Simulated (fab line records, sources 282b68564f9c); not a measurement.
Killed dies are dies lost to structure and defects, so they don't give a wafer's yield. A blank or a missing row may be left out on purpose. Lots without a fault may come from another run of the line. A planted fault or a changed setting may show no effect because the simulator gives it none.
Which tool did it? | flow rit_cmos | 14 lots, 42 wafers sampled, at 2 steps of a route of 202

WHAT THE GAUGES READ, wafer by wafer
RIT_ACTIVE_THK_MEAS_02. Usual: ACTIVE_OXIDE_THK 46.6 nm, standard deviation 0.71.
lot  | measured    | on            | ACTIVE_OXIDE_THK (nm) | flag
L894 | day 1 12:39 | film_metro-02 | 47.7 46.5 47.5        |
L897 | day 2 03:04 | film_metro-03 | 46.5 46.8 46.2        |
L898 | day 2 08:50 | film_metro-01 | 46.6 46.8 46.7        |
L899 | day 2 13:24 | film_metro-02 | 47.6 46.7 46.2        |
L900 | day 2 20:49 | film_metro-03 | 46.7 46.8 47.8        |
L901 | day 2 23:52 | film_metro-02 | 47.3 47.0 46.8        |
L902 | day 3 04:11 | film_metro-02 | 45.8 46.4 46.4        |
L904 | day 3 14:04 | film_metro-01 | 45.5 44.9 44.9        |
L906 | day 4 00:03 | film_metro-03 | 44.5 45.5 45.2        |
L907 | day 4 07:47 | film_metro-03 | 46.0 46.4 46.2        |
L914 | day 5 18:16 | film_metro-02 | 46.5 47.0 46.3        |
L915 | day 6 01:33 | film_metro-01 | 46.9 46.3 47.1        |
L916 | day 6 12:16 | film_metro-02 | 47.0 46.6 46.3        |
L917 | day 6 12:16 | film_metro-01 | 47.1 46.2 47.4        |

RIT_GATE_CD_MEAS_90: target cd 150 nm. Usual: cd_nm 149.1 nm, standard deviation 2.2.
lot  | measured    | on        | cd_nm (nm)        | flag
L894 | day 2 14:42 | cd_sem-02 | 145.1 148.1 146.2 |
L897 | day 3 07:00 | cd_sem-02 | 149.8 150.4 150.8 |
L898 | day 3 12:59 | cd_sem-02 | 146.9 144.9 148.5 |
L899 | day 3 19:14 | cd_sem-01 | 152.3 148.7 152.1 |
L900 | day 4 01:03 | cd_sem-01 | 152.4 151.2 153.6 |
L901 | day 4 02:22 | cd_sem-02 | 146.6 148.8 147.3 |
L902 | day 4 08:55 | cd_sem-02 | 145.6 144.3 142.7 |
L904 | day 4 19:22 | cd_sem-02 | 147.9 147.4 147.8 |
L906 | day 5 12:22 | cd_sem-02 | 148.2 147.2 148.7 |
L907 | day 5 17:04 | cd_sem-01 | 150.7 149.5 147.8 |
L914 | day 7 14:47 | cd_sem-01 | 151.8 151.2 149.4 |
L915 | day 7 17:59 | cd_sem-02 | 152.3 152.2 154.4 |
L916 | day 8 04:31 | cd_sem-01 | 149.3 145.8 147.6 |
L917 | day 8 04:14 | cd_sem-01 | 148.7 148.4 147.5 |

WHICH TOOL RAN EACH LOT (tool, then ch and the chambers of the sampled wafers, then the start)
The record holds no process step before these readings.

WHAT THE TOOLS THEMSELVES READ (means of the sampled wafers that have a number; where no wafer has one, the mark that the record gives instead)
The record holds no such reading with a usual standard deviation.

THE ANSWER, worked out from the rows above alone
Rule: a lot is off if the mean of its wafers that have a number lies more than 3 standard deviations from the usual mean. A lot without any number at a reading at which 4 lots or more have one is off too. The other lots that the step has rows for count as sound. The gauges are gone through in route order, then the tools' own readings, and for those a lot's mean is taken as printed above. The first step at which some lot is off is used, and at that step the reading that is off furthest; a lot without a number counts as furthest.
No lot is off at any reading shown: from this, nothing can be told.

WHAT THE SIMULATOR HAD PUT IN
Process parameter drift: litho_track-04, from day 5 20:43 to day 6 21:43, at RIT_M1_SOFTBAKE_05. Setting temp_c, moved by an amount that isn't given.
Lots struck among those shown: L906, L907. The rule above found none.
